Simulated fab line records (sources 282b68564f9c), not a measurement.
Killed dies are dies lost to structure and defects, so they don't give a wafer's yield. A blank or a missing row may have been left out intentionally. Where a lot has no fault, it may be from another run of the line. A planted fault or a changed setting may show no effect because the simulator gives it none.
Tool commonality check || flow rit-cmos || 14 lots, 42 wafers sampled

== WHY THIS WAS OPENED ==
At RIT_PWELL_TW_MEAS_10 the reading PWELL_TW is flagged on 2 of 14 lots. Fault-free wafers read 949, with a standard deviation of 6.
Rule: a lot is flagged in two cases, either no wafer of it has a number, or all its wafers with numbers fall more than 4 standard deviations from that mean. As for the other lots, they are considered sound.

{"lot": "L229", "measured": "day 2 09:35", "on": "film-metro-01", "PWELL_TW, wafer by wafer": "943 944 943", "flag": ""}
{"lot": "L230", "measured": "day 2 14:53", "on": "film-metro-01", "PWELL_TW, wafer by wafer": "941 955 945", "flag": ""}
{"lot": "L231", "measured": "day 2 19:59", "on": "film-metro-01", "PWELL_TW, wafer by wafer": "951 947 942", "flag": ""}
{"lot": "L232", "measured": "day 3 00:18", "on": "film-metro-01", "PWELL_TW, wafer by wafer": "943 940 942", "flag": ""}
{"lot": "L233", "measured": "day 3 04:44", "on": "film-metro-03", "PWELL_TW, wafer by wafer": "963 951 958", "flag": ""}
{"lot": "L235", "measured": "day 3 14:40", "on": "film-metro-01", "PWELL_TW, wafer by wafer": "950 947 942", "flag": ""}
{"lot": "L236", "measured": "day 3 20:46", "on": "film-metro-01", "PWELL_TW, wafer by wafer": "945 941 934", "flag": ""}
{"lot": "L238", "measured": "day 4 05:55", "on": "film-metro-04", "PWELL_TW, wafer by wafer": "947 945 948", "flag": ""}
{"lot": "L239", "measured": "day 4 10:44", "on": "film-metro-03", "PWELL_TW, wafer by wafer": "949 949 950", "flag": ""}
{"lot": "L241", "measured": "day 4 22:07", "on": "film-metro-03", "PWELL_TW, wafer by wafer": "954 953 953", "flag": ""}
{"lot": "L244", "measured": "day 5 12:02", "on": "film-metro-04", "PWELL_TW, wafer by wafer": "910 907 914", "flag": "FLAGGED"}
{"lot": "L246", "measured": "day 5 22:07", "on": "film-metro-01", "PWELL_TW, wafer by wafer": "908 911 906", "flag": "FLAGGED"}
{"lot": "L249", "measured": "day 6 13:11", "on": "film-metro-01", "PWELL_TW, wafer by wafer": "946 945 947", "flag": ""}
{"lot": "L250", "measured": "day 6 17:42", "on": "film-metro-04", "PWELL_TW, wafer by wafer": "957 959 956", "flag": ""}
The mean of the flagged lots' numbers is 909, -40 from the usual (-7 standard deviations).

== WHICH TOOL EACH LOT WENT THROUGH ==
The record keeps 1 process step preceding the reading, out of 202 steps on the route. In each cell: the tool, then ch and the chambers that the sampled wafers went through, then the start.
{"lot": "L229", "flag": "", "RIT_PWELL_IMPLANT_08": "implanter-04 ch 0, day 2 09:16"}
{"lot": "L230", "flag": "", "RIT_PWELL_IMPLANT_08": "implanter-03 ch 0, day 2 14:35"}
{"lot": "L231", "flag": "", "RIT_PWELL_IMPLANT_08": "implanter-01 ch 0, day 2 19:40"}
{"lot": "L232", "flag": "", "RIT_PWELL_IMPLANT_08": "implanter-04 ch 0, day 2 23:58"}
{"lot": "L233", "flag": "", "RIT_PWELL_IMPLANT_08": "implanter-04 ch 0, day 3 04:25"}
{"lot": "L235", "flag": "", "RIT_PWELL_IMPLANT_08": "implanter-04 ch 0, day 3 14:22"}
{"lot": "L236", "flag": "", "RIT_PWELL_IMPLANT_08": "implanter-04 ch 0, day 3 20:26"}
{"lot": "L238", "flag": "", "RIT_PWELL_IMPLANT_08": "implanter-04 ch 0, day 4 05:35"}
{"lot": "L239", "flag": "", "RIT_PWELL_IMPLANT_08": "implanter-03 ch 0, day 4 10:25"}
{"lot": "L241", "flag": "", "RIT_PWELL_IMPLANT_08": "implanter-03 ch 0, day 4 21:47"}
{"lot": "L244", "flag": "FLAGGED", "RIT_PWELL_IMPLANT_08": "implanter-04 ch 0, day 5 11:43"}
{"lot": "L246", "flag": "FLAGGED", "RIT_PWELL_IMPLANT_08": "implanter-04 ch 0, day 5 21:48"}
{"lot": "L249", "flag": "", "RIT_PWELL_IMPLANT_08": "implanter-01 ch 0, day 6 12:52"}
{"lot": "L250", "flag": "", "RIT_PWELL_IMPLANT_08": "implanter-01 ch 0, day 6 17:23"}
These steps, and what they do:
- RIT_PWELL_IMPLANT_08
- RIT_PWELL_TW_MEAS_10

== FLAGGED AGAINST TOTAL, ONE TOOL AT A TIME (gauges that did the reading follow at the end) ==
{"step": "RIT_PWELL_IMPLANT_08", "tool": "implanter-01", "lots run": 3, "flagged": 0, "share of the flagged lots": "none", "sound lots run after its first flagged lot": "-"}
{"step": "RIT_PWELL_IMPLANT_08", "tool": "implanter-03", "lots run": 3, "flagged": 0, "share of the flagged lots": "none", "sound lots run after its first flagged lot": "-"}
{"step": "RIT_PWELL_IMPLANT_08", "tool": "implanter-04", "lots run": 8, "flagged": 2, "share of the flagged lots": "all", "sound lots run after its first flagged lot": 0}
{"step": "RIT_PWELL_TW_MEAS_10", "tool": "film-metro-01", "lots run": 8, "flagged": 1, "share of the flagged lots": "some", "sound lots run after its first flagged lot": "1 (L249)"}
{"step": "RIT_PWELL_TW_MEAS_10", "tool": "film-metro-03", "lots run": 3, "flagged": 0, "share of the flagged lots": "none", "sound lots run after its first flagged lot": "-"}
{"step": "RIT_PWELL_TW_MEAS_10", "tool": "film-metro-04", "lots run": 3, "flagged": 1, "share of the flagged lots": "some", "sound lots run after its first flagged lot": "1 (L250)"}

== WHAT IS ALLOWED BY THE TABLE ==
All flagged lots share 1 row of the table, namely implanter-04 at RIT_PWELL_IMPLANT_08.
- implanter-04 at RIT_PWELL_IMPLANT_08: 2 of its 8 lots flagged. Last sound lot L238 at day 4 05:35, first flagged lot L244 at day 5 11:43; a fault beginning in between fits. Its own readings (dose-ions-cm2, faraday-current-uA) fall more than 4 standard deviations out on all wafers of the flagged lots.
What remains is a single tool, implanter-04 at RIT_PWELL_IMPLANT_08.

== WHAT HAD BEEN PUT IN BY THE SIMULATOR ==
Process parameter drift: implanter-04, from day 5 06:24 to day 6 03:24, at RIT_PWELL_IMPLANT_08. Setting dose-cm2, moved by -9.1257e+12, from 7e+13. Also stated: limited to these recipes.
Struck lots among those shown: L244, L246. The same result came from the rule above.
